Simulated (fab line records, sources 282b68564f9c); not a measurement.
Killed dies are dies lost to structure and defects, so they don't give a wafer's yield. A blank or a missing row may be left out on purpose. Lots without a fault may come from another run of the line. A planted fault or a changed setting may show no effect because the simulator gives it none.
Which tool did it? | flow rit_cmos | 6 lots, 18 wafers sampled, at 2 steps of a route of 202

WHAT THE GAUGES READ, wafer by wafer
RIT_GATE_THK_MEAS_09.
lot  | measured    | on            | GATE_POLY_THK (nm)
L306 | day 2 17:50 | film_metro-02 | 247.6 248.5 249.2
L308 | day 3 06:01 | film_metro-02 | 248.4 248.6 247.8
L311 | day 3 18:19 | film_metro-02 | 248.7 248.9 249.5
L314 | day 4 08:46 | film_metro-03 | 249.2 249.4 248.8
L317 | day 5 00:22 | film_metro-01 | 247.8 249.5 249.2
L324 | day 6 12:05 | film_metro-02 | 225.1 223.5 227.5

WHICH TOOL RAN EACH LOT (tool, then ch and the chambers of the sampled wafers, then the start)
lot  | RIT_GATE_CVD_08
L306 | lpcvd-01 ch 0, day 2 15:25
L308 | lpcvd-02 ch 1, day 3 03:35
L311 | lpcvd-02 ch 0, day 3 16:40
L314 | lpcvd-01 ch 1, day 4 06:19
L317 | lpcvd-02 ch 1, day 4 22:44
L324 | lpcvd-01 ch 0, day 6 10:27
- RIT_GATE_CVD_08: deposits poly-Si from SiH4, target thk 250 nm, time 2220 s.

THE ANSWER, worked out from the rows above alone
Rule: what is usual is taken from the lots themselves. Put in order of their means at a reading, lots are off if they are a third of the lots or fewer, leave a main group of 4 or more, and stand apart from it by a gap of 3 or more times the standard deviation of the main group's means; of several such gaps the widest counts. A main group whose means are all the same, to the digits that the tables above print for the reading, isn't used. A lot without any number at a reading at which 4 lots or more have one is off too. The other lots that the step has rows for count as sound.
Off: L324, at RIT_GATE_THK_MEAS_09 (GATE_POLY_THK). The main group: mean 248.7 nm, standard deviation 0.34.
A tool fits if, at a process step before that reading, it ran every lot that is off, and no sound lot after the first of them. The gauges at RIT_GATE_THK_MEAS_09 are tried like those tools. Can't be told from this: 2 tools fit, lpcvd-01 at RIT_GATE_CVD_08, film_metro-02 at RIT_GATE_THK_MEAS_09.

WHAT THE SIMULATOR HAD PUT IN
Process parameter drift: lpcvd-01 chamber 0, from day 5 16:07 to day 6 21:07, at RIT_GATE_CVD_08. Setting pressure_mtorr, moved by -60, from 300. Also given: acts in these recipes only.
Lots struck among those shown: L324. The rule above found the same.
